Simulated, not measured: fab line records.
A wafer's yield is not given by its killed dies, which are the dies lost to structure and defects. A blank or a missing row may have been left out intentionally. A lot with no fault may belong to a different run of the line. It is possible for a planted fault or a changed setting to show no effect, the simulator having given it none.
8D (eight disciplines) problem report, filled in by code | flow rit_cmos | the parts of the form that need people (team, actions taken, sign-off) are left out

== 1. THE ISSUE ==
At RIT_PWELL_STRIP_09, o2_flow_sccm averages 4793 sccm over 3 wafers from 2 lots, while fault-free wafers read 4002 sccm, standard deviation 11. Measured from the usual mean, that is +72 standard deviations.
The step: strips in O2, time 180 s.
Seen first at day 6 08:41 on plasma_asher-03, wafer L137.2. At this step, 42 wafers from 14 lots have a number in the record. Rule for "out", or "out of limits": more than 4 standard deviations from the usual mean. Any other wafer with a number is counted as sound.

== 2. WHAT IT IS AND WHAT IT IS NOT ==
question                    | is                     | is not
which readings at this step | o2_flow_sccm           | chamber_pressure_mTorr, drypump_motor_current_A
which lots                  | L137, L138             | L117, L118, L120, L121, L122, L123, L124, L126, L127, L128, L129, L139
which wafers of those lots  | L137.2, L137.3, L138.6 | L137.1, L138.2, L138.3
read on which tools         | plasma_asher-03        | plasma_asher-01
when                        | from day 6 08:41       | up to then (34 sound wafers); but 5 sound wafers of L138, L139 came after

== 3. THE SUSPECTS, EACH WITH WHAT RULES IT OUT ==
Counting: if a tool at a process step up to the reading ran every lot that is out, it stays a suspect. Sound lots after the first of them don't rule it out here, since some wafers of a struck lot are sound.
- plasma_asher-03 at RIT_PWELL_STRIP_09 (strips in O2, time 180 s): kept. Ran every lot that is out, first one L137 (day 6 08:41); last sound lot up to then L127 (day 4 07:42). Out on those wafers are its own readings of o2_flow_sccm.
- The sound lot-mates ran in chamber 1 of plasma_asher-03 at RIT_PWELL_STRIP_09, but the wafers that are out ran in chamber 0.
After counting, what remains is plasma_asher-03 at RIT_PWELL_STRIP_09.

== 4. THE CAUSE (what the simulator had put in) ==
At RIT_PWELL_STRIP_09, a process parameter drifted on plasma_asher-03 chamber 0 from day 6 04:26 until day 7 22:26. The setting o2_flow_sccm was moved by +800, starting from 4000. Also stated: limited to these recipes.
Counting left only this tool.

== 5. SEQUENCE OF EFFECTS, ordered by route ==
Each row: a reading whose mean over the struck wafers that have a number lies more than 3 standard deviations from the usual. Scope: only readings with a usual standard deviation given in the record; hours: median across lots of the time from each lot's start at the first step in this table that gives one to its start at this step; sigmas: change in usual standard deviations.
hours | step               | reading      | usual     | on struck wafers | change | sigmas
0     | RIT_PWELL_STRIP_09 | o2_flow_sccm | 4002 sccm | 4793             | +791   | +72
The process steps in it:
- RIT_PWELL_STRIP_09: strips in O2, time 180 s.

== 6. WHAT WOULD HAVE CAUGHT IT SOONER ==
The fault began at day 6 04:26; the first out-of-limits reading in this record came at day 6 08:41, 4 hours later.
